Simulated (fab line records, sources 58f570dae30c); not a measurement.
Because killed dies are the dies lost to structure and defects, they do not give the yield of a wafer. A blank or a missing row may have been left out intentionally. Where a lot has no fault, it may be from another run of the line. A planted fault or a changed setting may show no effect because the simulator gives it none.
Which tool was responsible? ; flow berkeley cmos170 ; Sampling: 7 lots, 21 wafers, 3 of 331 route steps

== WHAT THE GAUGES SHOWED, per wafer ==
UCB170_FIELD_THK_MEAS_02.
lot;measured;on;FIELD_OXIDE_THK (nm)
L850;day 5 22:20;film metro-04;552 551 544
L852;day 6 10:02;film metro-01;682 691 691
L854;day 6 10:02;film metro-02;679 682 669
L864;day 8 23:42;film metro-02;569 573 562
L865;day 8 23:46;film metro-01;577 579 577
L868;day 10 01:05;film metro-02;565 573 552
L869;day 10 09:25;film metro-02;545 551 553

== TOOL THAT RAN EACH LOT (tool first, then ch and the chambers of the sampled wafers, then the start) ==
lot;UCB170_NWELL_ETCH_13;UCB170_FIELD_OXIDATION_01
L850;rie diel-01 ch 1,2,3, day 3 04:46;furnace-01 ch 0, day 5 19:20
L852;rie diel-01 ch 1,3, day 3 11:47;furnace-01 ch 0, day 6 07:01
L854;rie diel-02 ch 0,2,3, day 3 12:16;furnace-01 ch 0, day 6 07:01
L864;rie diel-01 ch 0,1,3, day 5 19:47;furnace-04 ch 0, day 8 20:42
L865;rie diel-03 ch 0,1,3, day 6 05:10;furnace-04 ch 0, day 8 20:42
L868;rie diel-02 ch 0,2,3, day 7 00:01;furnace-02 ch 0, day 9 22:05
L869;rie diel-03 ch 1,2, day 7 08:12;furnace-02 ch 0, day 10 06:25
- UCB170_NWELL_ETCH_13: etches Si3N4 in CH3F/Ar/O2, stops on SiO2, target depth 246.4 nm, time 154 s.
- UCB170_FIELD_OXIDATION_01: target thk 558.3 nm, ox time 7200 s.

== THE ANSWER, worked out from the rows above alone ==
Rule: the lots themselves supply what counts as usual. The widest of any qualifying gaps counts: lots, ordered by their means at a reading, are off when they make up no more than a third of the lots, leave a main group of 4 or more, and stand apart from it by 3 or more times the standard deviation of that group's means. A main group is skipped when, at the precision printed for the reading in the tables above, its means are all equal. Also off: a lot with no number at a reading for which 4 or more lots have one. Any other lot the step has rows for is counted as sound.
Off: at UCB170_FIELD_THK_MEAS_02 (FIELD_OXIDE_THK), L852, L854. For the main group the mean is 562 nm and the standard deviation 11.
A tool fits if, at a process step before that reading, it ran every lot that is off, and no sound lot after the first of them. Gauges at UCB170_FIELD_THK_MEAS_02: tried the same way as those tools. One fits: furnace-01 at UCB170_FIELD_OXIDATION_01. A fault onset in the window from L850 (day 5 19:20, its last sound lot) to L852 (day 6 07:01, its first lot off) fits.

== WHAT HAD BEEN PUT IN BY THE SIMULATOR ==
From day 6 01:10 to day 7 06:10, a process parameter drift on furnace-01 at UCB170_FIELD_OXIDATION_01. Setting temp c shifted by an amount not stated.
Struck lots among those shown: L852, L854. This agrees with what the rule above found.
